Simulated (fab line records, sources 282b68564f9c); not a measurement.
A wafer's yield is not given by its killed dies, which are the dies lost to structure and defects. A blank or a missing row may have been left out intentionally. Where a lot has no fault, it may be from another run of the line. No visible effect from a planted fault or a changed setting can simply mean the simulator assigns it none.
A struck lot beside a sound one -- flow ritCmos -- 15 out of 202 route steps
Sound: wafers L956.2, L956.3, L956.4. Wafers struck: L962.1, L962.5, L962.6. Last of all comes the cause.
At each step with rows: each side's tool, then ch and its chambers, then its first start. Under that, the readings that differ: sound wafers -- struck wafers -- difference of the means -- sigmas: that difference in standard deviations of wafers without a fault.
alike: words and numbers the same on both sides, and readings whose means are apart by under 2 such deviations; not compared: readings that were withheld, readings missing a value for some wafer, numbers with overlapping values and no deviation given by the record, and bounds like >300 which may hide the same value.
Wherever a step has rows on one side only, a row that says differs or no value, or a row with sigmas, the two part there. Non-overlapping numbers with no deviation appear without sigmas and do not part them. A reading missing from all wafers of one side parts the sides only when that side holds two or more wafers.

first, 1 step without rows for these wafers: RIT_ACTIVE_OXIDATION_01 (target thk 46.8 nm, ox time 3360 s).
RIT_ACTIVE_THK_MEAS_02:
  struck on filmMetro-02, day 4 10:17; sound on filmMetro-02, day 3 04:04
reading,sound,struck,difference,sigmas
ACTIVE_OXIDE_THK (nm),46.7 46.9 46.5,45.0 43.9 45.1,-2.0,-2
then, 1 step without rows for these wafers: RIT_ACTIVE_CVD_03 (deposits Si3N4 from SiH2Cl2/NH3, target thk 150 nm, time 1500 s).
RIT_ACTIVE_THK_MEAS_04:
  struck on filmMetro-04, day 4 11:45; sound on filmMetro-01, day 3 05:32
  alike: ACTIVE_NITRIDE_THK
then, 6 steps without rows for these wafers: RIT_ACTIVE_HMDS_05 (prime time 60 s); RIT_ACTIVE_COAT_06 (resist thk 1000 nm); RIT_ACTIVE_SOFTBAKE_07 (time 60 s); RIT_ACTIVE_EXPOSE_08 (exposes mask M1, target cd 1400 nm); RIT_ACTIVE_PEB_09; RIT_ACTIVE_DEVELOP_10 (develop time 50 s).
RIT_ACTIVE_CD_MEAS_11: the cd target is 1400 nm.
  struck on cdSem-01, day 4 12:52; sound on cdSem-01, day 3 06:28
  alike: cdNm
then, 1 step without rows for these wafers: RIT_ACTIVE_HARDBAKE_12 (time 60 s).
RIT_ACTIVE_ETCH_13: etches Si3N4 in SF6, stops on SiO2, time 205.4 s, target depth 210 nm.
  sound on rieDiel-02 ch 0,1,2, day 3 06:43; struck on rieDiel-03 ch 0,1,3, day 4 13:08
reading,sound,struck,difference,sigmas
overEtchFrac,0.4 0.4 0.4,0.37167 0.37167 0.37167,-0.02833,
  alike: drypumpMotorCurrentA, oesProductAu, throttleValvePct
  not compared: rfHoursCounterH
RIT_ACTIVE_STRIP_14: strips in O2, time 180 s.
  sound on plasmaAsher-04 ch 0,1, day 3 06:50; struck on plasmaAsher-04 ch 0,1, day 4 13:16
  alike: drypumpMotorCurrentA
  not compared: rfHoursCounterH
-- the record jumps here: 3 days lie between the struck wafers' starts before and after (it left off in module ACTIVE and takes up again in module M1, whose first step shown is number 202 of the route) --
RIT_M1_PROBE_99:
  struck on prober-01, day 7 06:11; sound on prober-02, day 5 10:41
  alike: killedAtFrontEnd, killedDies, killedOpen, killedShort

WHERE THEY PART
Only at RIT_ACTIVE_THK_MEAS_02, as far as this record shows. Later steps at which nothing parts them and some readings are alike: RIT_ACTIVE_THK_MEAS_04, RIT_ACTIVE_CD_MEAS_11, RIT_ACTIVE_ETCH_13, RIT_ACTIVE_STRIP_14, RIT_M1_PROBE_99.

WHY: whatever the simulator had introduced
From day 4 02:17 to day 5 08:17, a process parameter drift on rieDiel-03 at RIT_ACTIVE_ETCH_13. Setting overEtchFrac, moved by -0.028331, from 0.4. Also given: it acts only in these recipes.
